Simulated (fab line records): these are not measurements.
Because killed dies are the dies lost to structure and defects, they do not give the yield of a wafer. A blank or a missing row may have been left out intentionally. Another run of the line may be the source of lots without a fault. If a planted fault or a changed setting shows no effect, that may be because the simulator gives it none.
fab line records + flow ritCmos
record:
- lots: 14
- wafers: 42
- lastDay: 7
route steps=202 shown NLDD@105 M1@202
lots untouched by any fault: they come from a run of this same line in which no faults occurred
startH: hours from the record's first day to the start of the lot's first wafer shown + waitH: hours since the lot's step before + " identical to the entry in the row above + L1.1+2: a single row standing in for several wafers + - value missing, or start not given + * or withheld: withheld + < > ~ a bound
route shown NAME@n: NAME is a module with steps in the file, n the number in the route of the first one + usual: mean/standard deviation taken from wafers without a fault + same: alike in all rows + chamber/n: place in a boat + sites: the reading at each site + _std_site: their standard deviation + _edge_site: outer sites' mean less inner sites' + radiusMm: how far each site lies from the wafer's centre + mask NAME#n: copy n + behind: the last tool/chamber to shape the wafer + hold: what put the lot on hold/how long, in hours/how the hold closed + device: transistor that didn't switch, given as n, p or np + end of line: at the end of the route, the tests of the same wafers + for a step that has no rows: nothing shown but its recipe + killed: not the wafer's yield, but the dies lost to structure and defects at the first sort + map: shows each die of a wafer: x if killed, . if not, _ if none is there
set.NAME: the setting the step ran with; set.NAME@STEP: the setting that earlier step ran with + model.NAME: the simulator's own value behind a step, which no gauge read
route steps across a sampled set of lots; one table per step, one row per wafer
== steps ==
step: RIT_NLDD_SOFTBAKE_02
recipe:
- resist: NOVOLAK
- tempC: 90
- timeS: 60
usual:
- heaterPowerTotalW: 34.57/0.048
- plateTempC: 89.98/0.12
| lot.wafer | tool          | chamber | startH | waitH | heaterPowerTotalW | plateTempC |
|-----------|---------------|---------|--------|-------|-------------------|------------|
| L138.3    | lithoTrack-02 | 0       | 43.74  | 0.1   | 34.52             | 89.89      |
| L138.4    | "             | 0       | "      | "     | 34.52             | 89.87      |
| L138.6    | "             | 0       | "      | "     | 34.56             | 90.00      |
| L139.1    | lithoTrack-03 | 0       | 46.24  | 0.1   | 34.56             | 89.86      |
| L139.4    | "             | 0       | "      | "     | 34.62             | 89.95      |
| L139.5    | "             | 0       | "      | "     | 34.45             | 90.10      |
| L140.3    | lithoTrack-02 | 0       | 50.01  | 0.1   | 34.56             | 89.86      |
| L140.5    | "             | 0       | "      | "     | 34.59             | 89.90      |
| L140.6    | "             | 0       | "      | "     | 34.51             | 89.89      |
| L141.1    | lithoTrack-02 | 0       | 55.27  | 0.1   | 34.63             | 89.85      |
| L141.2    | "             | 0       | "      | "     | 34.59             | 89.92      |
| L141.5    | "             | 0       | "      | "     | 34.62             | 89.91      |
| L142.2    | lithoTrack-02 | 0       | 60.33  | 0.1   | 34.44             | 90.04      |
| L142.3    | "             | 0       | "      | "     | 34.62             | 89.94      |
| L142.4    | "             | 0       | "      | "     | 34.61             | 90.01      |
| L143.1    | lithoTrack-03 | 0       | 67.75  | 0.1   | 34.62             | 89.95      |
| L143.2    | "             | 0       | "      | "     | 34.49             | 89.82      |
| L143.3    | "             | 0       | "      | "     | 34.60             | 89.69      |
| L144.2    | lithoTrack-01 | 0       | 70.83  | 0.1   | 34.59             | 89.93      |
| L144.4    | "             | 0       | "      | "     | 34.54             | 89.84      |
| L144.6    | "             | 0       | "      | "     | 34.55             | 90.06      |
| L145.1    | lithoTrack-03 | 0       | 77.29  | 0.1   | 34.61             | 90.17      |
| L145.2    | "             | 0       | "      | "     | 34.62             | 89.89      |
| L145.4    | "             | 0       | "      | "     | 34.52             | 89.96      |
| L146.1    | lithoTrack-01 | 0       | 79.87  | 0.1   | 34.46             | 89.99      |
| L146.2    | "             | 0       | "      | "     | 34.60             | 90.10      |
| L146.5    | "             | 0       | "      | "     | 34.59             | 90.02      |
| L153.3    | lithoTrack-02 | 0       | 117.03 | 0.1   | 34.18             | 89.49      |
| L153.5    | "             | 0       | "      | "     | 34.27             | 89.75      |
| L153.6    | "             | 0       | "      | "     | 34.22             | 89.55      |
| L156.1    | lithoTrack-02 | 0       | 130.20 | 0.1   | 34.30             | 89.48      |
| L156.4    | "             | 0       | "      | "     | 34.25             | 89.48      |
| L156.5    | "             | 0       | "      | "     | 34.27             | 89.26      |
| L157.2    | lithoTrack-03 | 0       | 136.43 | 0.1   | 34.58             | 89.98      |
| L157.3    | "             | 0       | "      | "     | 34.60             | 89.72      |
| L157.5    | "             | 0       | "      | "     | 34.59             | 89.86      |
| L158.1    | lithoTrack-03 | 0       | 139.83 | 0.1   | 34.56             | 89.95      |
| L158.2    | "             | 0       | "      | "     | 34.51             | 89.99      |
| L158.5    | "             | 0       | "      | "     | 34.59             | 89.98      |
| L161.2    | lithoTrack-03 | 0       | 156.04 | 0.1   | 34.52             | 89.91      |
| L161.4    | "             | 0       | "      | "     | 34.51             | 89.87      |
| L161.6    | "             | 0       | "      | "     | 34.61             | 89.79      |
step: RIT_M1_PROBE_99
usual:
- killed_at_M0_to_M3: 0.0/0.083
- killedAtContacts: 0.1/0.36
- killedAtFrontEnd: 7.2/2.9
- killedDies: 7.4/2.9
- killedOpen: 3.8/2
- killedShort: 3.5/2
same:
- grossDies: 264
- killed_at_M4_up: 0
- killedAtBackSide: 0
- killedAtOther: 0
| lot.wafer | tool      | chamber | startH | waitH | killed_at_M0_to_M3 | killedAtContacts | killedAtFrontEnd | killedDies | killedOpen | killedShort |
|-----------|-----------|---------|--------|-------|--------------------|------------------|------------------|------------|------------|-------------|
| L146.1    | prober-02 | -       | 96.94  | 0.1   | 0                  | 1                | 9                | 10         | 7          | 3           |
| L146.2    | prober-02 | -       | 96.99  | 0.1   | 0                  | 0                | 5                | 5          | 3          | 2           |
| L146.5    | prober-02 | -       | 97.14  | 0.2   | 0                  | 0                | 11               | 11         | 8          | 3           |
killed by level:class
L146.1 GATE:geometricParticle:open=3 GATE:geometricParticle:short=2 REOX:geometricParticle:open=2 FOX1:geometricParticle:short=1 SPACER:geometricParticle:open=1 CONTACT:geometricParticle:open=1
L146.2 FOX2:geometricParticle:open=1 FOX2:geometricParticle:short=1 GATE:geometricParticle:short=1 SPACER:geometricParticle:open=1 SILICIDE:geometricParticle:open=1
L146.5 FOX1:geometricParticle:open=3 GATE:geometricParticle:open=3 SPACER:geometricParticle:open=2 FOX1:geometricParticle:short=1 GATE:geometricParticle:short=1 REOX:geometricParticle:short=1
== key ==
firstSign:
- step: RIT_NLDD_SOFTBAKE_02
- reading: heaterPowerTotalW
- direction: down
- sigmas: 6.6
- usual: 34.57
- struck: 34.25
effect:
- step: RIT_NLDD_SOFTBAKE_02
- reading: plateTempC
- direction: down
- sigmas: 3.8
- usual: *
- struck: *
metAt RIT_NLDD_SOFTBAKE_02
struckLots L153,L156
testerLeftOut L153,L156
onsetBetween 60.33 117.03
fault:
- kind: processParameterDrift
- tool: lithoTrack-02
- chamber: -
- onsetH: 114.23
- steps: RIT_NLDD_SOFTBAKE_02
- channel: tempC
- offset: *
- shape: step
- endH: 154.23
- actsIn: *
- stated: *
testerLeftOut: of these lots the tester's yield and bins aren't shown, on N5 and GAA mostly nor the transistor test; their killed dies are dies lost to structure and defects alone, not to doping, threshold or leakage, so they don't give the yield
